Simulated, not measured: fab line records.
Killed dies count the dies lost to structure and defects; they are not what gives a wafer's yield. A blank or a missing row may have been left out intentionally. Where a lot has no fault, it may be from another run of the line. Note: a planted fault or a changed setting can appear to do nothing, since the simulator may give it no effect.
Which of the tools did it? / flow berkeleyCmos170 / 14 lots, 42 wafers sampled, at 4 steps of a route of 331

## WHAT EACH GAUGE READ, for each wafer
UCB170_FIELD_THK_MEAS_02.
lot=L971; measured=day 5 05:38; on=filmMetro-02; FIELD_OXIDE_THK (nm)=557 558 554
lot=L970; measured=day 5 05:38; on=filmMetro-03; FIELD_OXIDE_THK (nm)=549 556 548
lot=L974; measured=day 5 19:01; on=filmMetro-02; FIELD_OXIDE_THK (nm)=547 545 546
lot=L977; measured=day 6 09:02; on=filmMetro-03; FIELD_OXIDE_THK (nm)=570 566 559
lot=L975; measured=day 6 09:03; on=filmMetro-04; FIELD_OXIDE_THK (nm)=557 558 560
lot=L981; measured=day 7 14:10; on=filmMetro-02; FIELD_OXIDE_THK (nm)=565 574 570
lot=L980; measured=day 7 14:13; on=filmMetro-03; FIELD_OXIDE_THK (nm)=569 572 581
lot=L983; measured=day 8 00:46; on=filmMetro-03; FIELD_OXIDE_THK (nm)=561 558 550
lot=L985; measured=day 8 15:22; on=filmMetro-04; FIELD_OXIDE_THK (nm)=559 559 568
lot=L986; measured=day 8 15:24; on=filmMetro-02; FIELD_OXIDE_THK (nm)=561 563 561
lot=L987; measured=day 9 05:23; on=filmMetro-03; FIELD_OXIDE_THK (nm)=551 557 551
lot=L988; measured=day 9 05:23; on=filmMetro-02; FIELD_OXIDE_THK (nm)=554 551 554
lot=L993; measured=day 9 19:08; on=filmMetro-04; FIELD_OXIDE_THK (nm)=553 552 541
lot=L991; measured=day 9 19:08; on=filmMetro-03; FIELD_OXIDE_THK (nm)=547 559 559

UCB170_M2_THK_MEAS_03: measures by xrf.
lot=L971; measured=day 8 16:37; on=filmMetro-02; M2_AL_THK (nm)=903 913 912
lot=L970; measured=day 8 16:44; on=filmMetro-04; M2_AL_THK (nm)=911 910 911
lot=L974; measured=day 9 05:38; on=filmMetro-04; M2_AL_THK (nm)=897 907 899
lot=L977; measured=day 9 15:55; on=filmMetro-02; M2_AL_THK (nm)=920 913 911
lot=L975; measured=day 9 16:50; on=filmMetro-03; M2_AL_THK (nm)=913 906 907
lot=L981; measured=day 10 23:10; on=filmMetro-02; M2_AL_THK (nm)=921 909 907
lot=L980; measured=day 11 01:19; on=filmMetro-02; M2_AL_THK (nm)=906 908 908
lot=L983; measured=day 11 01:38; on=filmMetro-02; M2_AL_THK (nm)=919 921 923
lot=L985; measured=day 11 23:41; on=filmMetro-04; M2_AL_THK (nm)=907 901 900
lot=L986; measured=day 11 23:36; on=filmMetro-02; M2_AL_THK (nm)=900 902 904
lot=L987; measured=day 12 10:54; on=filmMetro-02; M2_AL_THK (nm)=922 927 914
lot=L988; measured=day 12 09:40; on=filmMetro-02; M2_AL_THK (nm)=912 908 912
lot=L993; measured=day 12 23:05; on=filmMetro-03; M2_AL_THK (nm)=899 902 901
lot=L991; measured=day 12 21:29; on=filmMetro-03; M2_AL_THK (nm)=913 921 917

## WHAT TOOL EACH LOT RAN ON (gives the tool, then ch and the chambers of the sampled wafers, and finally the start)
lot=L971; UCB170_M1_ETCH_11=rieDiel-03 ch 0,2,3, day 8 08:12; UCB170_M1_STRIP_13=plasmaAsher-03 ch 0,1, day 8 08:23
lot=L970; UCB170_M1_ETCH_11=rieDiel-04 ch 0,3, day 8 07:56; UCB170_M1_STRIP_13=plasmaAsher-04 ch 0,1, day 8 08:06
lot=L974; UCB170_M1_ETCH_11=rieDiel-04 ch 0,2, day 8 22:05; UCB170_M1_STRIP_13=plasmaAsher-04 ch 0,1, day 8 22:15
lot=L977; UCB170_M1_ETCH_11=rieDiel-04 ch 0,1,3, day 9 08:37; UCB170_M1_STRIP_13=plasmaAsher-04 ch 0,1, day 9 08:56
lot=L975; UCB170_M1_ETCH_11=rieDiel-03 ch 0,1,3, day 9 10:30; UCB170_M1_STRIP_13=plasmaAsher-04 ch 0,1, day 9 10:43
lot=L981; UCB170_M1_ETCH_11=rieDiel-04 ch 2,3, day 10 18:35; UCB170_M1_STRIP_13=plasmaAsher-03 ch 0,1, day 10 18:47
lot=L980; UCB170_M1_ETCH_11=rieDiel-03 ch 0,1, day 10 18:51; UCB170_M1_STRIP_13=plasmaAsher-04 ch 0,1, day 10 19:02
lot=L983; UCB170_M1_ETCH_11=rieDiel-04 ch 1,2,3, day 10 19:18; UCB170_M1_STRIP_13=plasmaAsher-03 ch 0,1, day 10 19:29
lot=L985; UCB170_M1_ETCH_11=rieDiel-01 ch 1,2, day 11 18:00; UCB170_M1_STRIP_13=plasmaAsher-03 ch 0,1, day 11 18:11
lot=L986; UCB170_M1_ETCH_11=rieDiel-03 ch 0,1,2, day 11 17:47; UCB170_M1_STRIP_13=plasmaAsher-01 ch 0,1, day 11 18:00
lot=L987; UCB170_M1_ETCH_11=rieDiel-03 ch 1,2,3, day 12 05:38; UCB170_M1_STRIP_13=plasmaAsher-03 ch 0,1, day 12 05:56
lot=L988; UCB170_M1_ETCH_11=rieDiel-01 ch 0,1, day 12 05:11; UCB170_M1_STRIP_13=plasmaAsher-01 ch 0,1, day 12 05:22
lot=L993; UCB170_M1_ETCH_11=rieDiel-01 ch 0,2,3, day 12 17:50; UCB170_M1_STRIP_13=plasmaAsher-01 ch 0,1, day 12 18:01
lot=L991; UCB170_M1_ETCH_11=rieDiel-03 ch 1,3, day 12 16:19; UCB170_M1_STRIP_13=plasmaAsher-03 ch 0,1, day 12 16:38
- UCB170_M1_ETCH_11: etches BARC in N2/H2.
- UCB170_M1_STRIP_13: strips in O2.

## AS READ BY THE TOOLS THEMSELVES (means over the sampled wafers that have a number; for cases with no such wafer, the mark the record gives instead)
UCB170_M1_ETCH_11.
lot=L971; tool=rieDiel-03; chamberPressureMTorr (mTorr)=30.02; drypumpMotorCurrentA (A)=6.2; oesProductAu (a.u.)=0.995; throttleValvePct (%)=13.35
lot=L970; tool=rieDiel-04; chamberPressureMTorr (mTorr)=30.00; drypumpMotorCurrentA (A)=5.4; oesProductAu (a.u.)=0.977; throttleValvePct (%)=13.28
lot=L974; tool=rieDiel-04; chamberPressureMTorr (mTorr)=30.00; drypumpMotorCurrentA (A)=5.6; oesProductAu (a.u.)=0.979; throttleValvePct (%)=13.18
lot=L977; tool=rieDiel-04; chamberPressureMTorr (mTorr)=30.00; drypumpMotorCurrentA (A)=5.7; oesProductAu (a.u.)=0.993; throttleValvePct (%)=13.23
lot=L975; tool=rieDiel-03; chamberPressureMTorr (mTorr)=30.03; drypumpMotorCurrentA (A)=5.9; oesProductAu (a.u.)=1.003; throttleValvePct (%)=13.37
lot=L981; tool=rieDiel-04; chamberPressureMTorr (mTorr)=29.98; drypumpMotorCurrentA (A)=5.7; oesProductAu (a.u.)=0.969; throttleValvePct (%)=13.27
lot=L980; tool=rieDiel-03; chamberPressureMTorr (mTorr)=30.00; drypumpMotorCurrentA (A)=5.9; oesProductAu (a.u.)=1.001; throttleValvePct (%)=13.34
lot=L983; tool=rieDiel-04; chamberPressureMTorr (mTorr)=30.00; drypumpMotorCurrentA (A)=5.9; oesProductAu (a.u.)=0.979; throttleValvePct (%)=13.24
lot=L985; tool=rieDiel-01; chamberPressureMTorr (mTorr)=30.00; drypumpMotorCurrentA (A)=4.8; oesProductAu (a.u.)=0.996; throttleValvePct (%)=13.38
lot=L986; tool=rieDiel-03; chamberPressureMTorr (mTorr)=30.01; drypumpMotorCurrentA (A)=5.9; oesProductAu (a.u.)=0.998; throttleValvePct (%)=13.28
lot=L987; tool=rieDiel-03; chamberPressureMTorr (mTorr)=29.99; drypumpMotorCurrentA (A)=6.0; oesProductAu (a.u.)=1.001; throttleValvePct (%)=13.31
lot=L988; tool=rieDiel-01; chamberPressureMTorr (mTorr)=30.00; drypumpMotorCurrentA (A)=5.0; oesProductAu (a.u.)=1.012; throttleValvePct (%)=13.19
lot=L993; tool=rieDiel-01; chamberPressureMTorr (mTorr)=30.02; drypumpMotorCurrentA (A)=5.6; oesProductAu (a.u.)=0.989; throttleValvePct (%)=13.40
lot=L991; tool=rieDiel-03; chamberPressureMTorr (mTorr)=30.01; drypumpMotorCurrentA (A)=5.7; oesProductAu (a.u.)=1.012; throttleValvePct (%)=13.34

UCB170_M1_STRIP_13.
lot=L971; tool=plasmaAsher-03; chamberPressureMTorr (mTorr)=3500; drypumpMotorCurrentA (A)=4.8; o2FlowSccm (sccm)=401.3; oesProductAu (a.u.)=0.720
lot=L970; tool=plasmaAsher-04; chamberPressureMTorr (mTorr)=3504; drypumpMotorCurrentA (A)=5.1; o2FlowSccm (sccm)=400.8; oesProductAu (a.u.)=0.728
lot=L974; tool=plasmaAsher-04; chamberPressureMTorr (mTorr)=3500; drypumpMotorCurrentA (A)=5.1; o2FlowSccm (sccm)=400.3; oesProductAu (a.u.)=0.718
lot=L977; tool=plasmaAsher-04; chamberPressureMTorr (mTorr)=3505; drypumpMotorCurrentA (A)=5.1; o2FlowSccm (sccm)=400.5; oesProductAu (a.u.)=0.724
lot=L975; tool=plasmaAsher-04; chamberPressureMTorr (mTorr)=3499; drypumpMotorCurrentA (A)=5.2; o2FlowSccm (sccm)=267.3; oesProductAu (a.u.)=0.682
lot=L981; tool=plasmaAsher-03; chamberPressureMTorr (mTorr)=3499; drypumpMotorCurrentA (A)=4.8; o2FlowSccm (sccm)=400.6; oesProductAu (a.u.)=0.717
lot=L980; tool=plasmaAsher-04; chamberPressureMTorr (mTorr)=3497; drypumpMotorCurrentA (A)=5.1; o2FlowSccm (sccm)=333.9; oesProductAu (a.u.)=0.700
lot=L983; tool=plasmaAsher-03; chamberPressureMTorr (mTorr)=3501; drypumpMotorCurrentA (A)=4.8; o2FlowSccm (sccm)=400.2; oesProductAu (a.u.)=0.722
lot=L985; tool=plasmaAsher-03; chamberPressureMTorr (mTorr)=3498; drypumpMotorCurrentA (A)=4.8; o2FlowSccm (sccm)=399.1; oesProductAu (a.u.)=0.723
lot=L986; tool=plasmaAsher-01; chamberPressureMTorr (mTorr)=3501; drypumpMotorCurrentA (A)=6.1; o2FlowSccm (sccm)=400.0; oesProductAu (a.u.)=0.718
lot=L987; tool=plasmaAsher-03; chamberPressureMTorr (mTorr)=3498; drypumpMotorCurrentA (A)=4.8; o2FlowSccm (sccm)=399.2; oesProductAu (a.u.)=0.724
lot=L988; tool=plasmaAsher-01; chamberPressureMTorr (mTorr)=3498; drypumpMotorCurrentA (A)=6.1; o2FlowSccm (sccm)=399.8; oesProductAu (a.u.)=0.722
lot=L993; tool=plasmaAsher-01; chamberPressureMTorr (mTorr)=3501; drypumpMotorCurrentA (A)=6.1; o2FlowSccm (sccm)=399.9; oesProductAu (a.u.)=0.724
lot=L991; tool=plasmaAsher-03; chamberPressureMTorr (mTorr)=3500; drypumpMotorCurrentA (A)=4.8; o2FlowSccm (sccm)=399.6; oesProductAu (a.u.)=0.724

## THE ANSWER, worked out from the rows above alone
Rule: usual is defined by the lots themselves. The widest of any qualifying gaps counts: lots, ordered by their means at a reading, are off when they make up no more than a third of the lots, leave a main group of 4 or more, and stand apart from it by 3 or more times the standard deviation of that group's means. Not used: any main group whose means are identical at the precision the tables above print for the reading. A lot without any number at a reading at which 4 lots or more have one is off too. All remaining lots with rows at the step are treated as sound. The gauges are gone through in route order, then the tools' own readings, and for those a lot's mean is taken as printed above. The first step at which some lot is off is used, and at that step the reading that is off furthest; a lot without a number counts as furthest.
Off at UCB170_M1_STRIP_13 (o2FlowSccm): L975, L980. For the main group the mean is 400.1 sccm and the standard deviation 0.62.
A tool fits if, at that step or a process step before it, it ran every lot that is off, and no sound lot after the first of them. One candidate fits, namely plasmaAsher-04 at UCB170_M1_STRIP_13. A fault onset in the window from L977 (day 9 08:56, its last sound lot) to L975 (day 9 10:43, its first lot off) fits.
The tool's own readings at UCB170_M1_STRIP_13 bear it out: on the lots that are off they differ by more than 5 times the standard deviation of the sound lots' means. o2FlowSccm reads 300.6 sccm there against 400.1 sccm on the sound lots; oesProductAu reads 0.691 a.u. there against 0.722 a.u. on the sound lots.

## WHAT THE SIMULATOR HAD INSERTED
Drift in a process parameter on plasmaAsher-04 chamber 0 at UCB170_M1_STRIP_13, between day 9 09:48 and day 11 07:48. The setting o2FlowSccm was moved by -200, starting from 400. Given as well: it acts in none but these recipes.
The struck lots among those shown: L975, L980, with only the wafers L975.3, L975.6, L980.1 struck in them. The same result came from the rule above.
